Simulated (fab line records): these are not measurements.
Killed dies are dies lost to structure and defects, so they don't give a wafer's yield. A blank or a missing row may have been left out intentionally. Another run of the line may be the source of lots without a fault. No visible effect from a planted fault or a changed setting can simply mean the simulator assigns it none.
Split-lot experiment    flow berkeley-cmos170    on a route of 331 steps: 5 lots, 23 wafers read

THE SPLIT ITSELF
At UCB170_PLDD_PEB_04, the setting peb-temp-c was moved away from the recipe's 130 C on 5 of the 23 wafers read, by +1.5% to +2.3%. For the rest of the wafers, this setting stayed at what the recipe calls for.

FROM THE SPLIT ON TO THE READING: in between, the file shows 1 step
- UCB170_PLDD_DEVELOP_05: develop time 45 s

THE READING
cd-nm at UCB170_PLDD_CD_MEAS_06, given in nm (cd target 1200 nm). Typical for fault-free wafers on this fab line: 1200.2 nm, with standard deviation 1.1 nm.

wafer   tool, chamber at the split  peb-temp-c as run, C  against the recipe  cd-nm, nm  against lot-mates on the recipe
L077.3  litho-track-02, 0           130                   recipe              1200.4     -
L077.4  litho-track-02, 0           130                   recipe              1200.1     -
L077.6  litho-track-02, 0           130                   recipe              1199.5     -
L074.1  litho-track-03, 0           130                   recipe              1201.0     -
L074.2  litho-track-03, 0           130                   recipe              1200.2     -
L074.3  litho-track-03, 0           130                   recipe              1201.7     -
L074.5  litho-track-03, 0           130                   recipe              1201.1     -
L074.6  litho-track-03, 0           130                   recipe              1199.8     -
L078.1  litho-track-02, 0           130                   recipe              1200.6     -
L078.2  litho-track-02, 0           130                   recipe              1199.1     -
L078.3  litho-track-02, 0           130                   recipe              1199.9     -
L078.4  litho-track-02, 0           130                   recipe              1199.4     -
L078.5  litho-track-02, 0           130                   recipe              1200.4     -
L080.1  litho-track-02, 0           130                   recipe              1198.7     -
L080.2  litho-track-02, 0           133                   +2.3%               1215.4     +16.1
L080.4  litho-track-02, 0           133                   +2.3%               1216.6     +17.3
L080.5  litho-track-02, 0           133                   +2.3%               1216.0     +16.7
L080.6  litho-track-02, 0           130                   recipe              1199.9     -
L085.1  litho-track-02, 0           132                   +1.5%               1212.4     +11.6
L085.2  litho-track-02, 0           130                   recipe              1201.0     -
L085.3  litho-track-02, 0           130                   recipe              1201.0     -
L085.4  litho-track-02, 0           132                   +1.5%               1213.1     +12.3
L085.6  litho-track-02, 0           130                   recipe              1200.4     -

FIT RESULTS
A straight line over all 23 wafers: cd-nm changes by +7.1 nm for each +1% of peb-temp-c; r = +0.99; the points scatter about the line by 0.91 nm.
The same after taking each lot's own level away (the mean of its wafers on the recipe; 23 wafers): +7.35 nm for each +1%; r = +1.00; scatter 0.59 nm.
That fit puts the effect of the largest move of peb-temp-c on the reading at 17 nm.
Measured against the standard deviation above, the lots' own levels, which go from 1199.30 to 1200.80 nm, span 1.4 times it.
The two slopes agree, so the slope changes little with the lot-to-lot level.
Check: for one of the wafers moved furthest among these (+2.3%), held out of the fit, the line's prediction against its lot-mates is +17.3 nm. It came out at +16.1 nm against them.

OTHER SPLITS ON THESE WAFERS
Note: prior to the reading, these wafers also went through further splits. Each is held against what the fit with the lots' levels taken away leaves over:
other split on the same wafers      wafers away from the commonest value  r with cd-nm (lot level and that fit taken away)
UCB170_ZERO_STRIP_07 o2-flow-sccm   12                                    +0.13
UCB170_NWELL_IMPLANT_14 energy-kev  9                                     +0.12
UCB170_PWELL_COAT_08 spin-rpm       10                                    -0.33
UCB170_PWELL_IMPLANT_15 dose-cm2    8                                     -0.11
UCB170_ACTIVE_OXIDATION_02 temp-c   18                                    +0.01
UCB170_PVT_IMPLANT_07 energy-kev    6                                     -0.12

THE FILE'S OWN FIT
cd-nm changes by +7.41 nm for each +1% of peb-temp-c, r = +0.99.
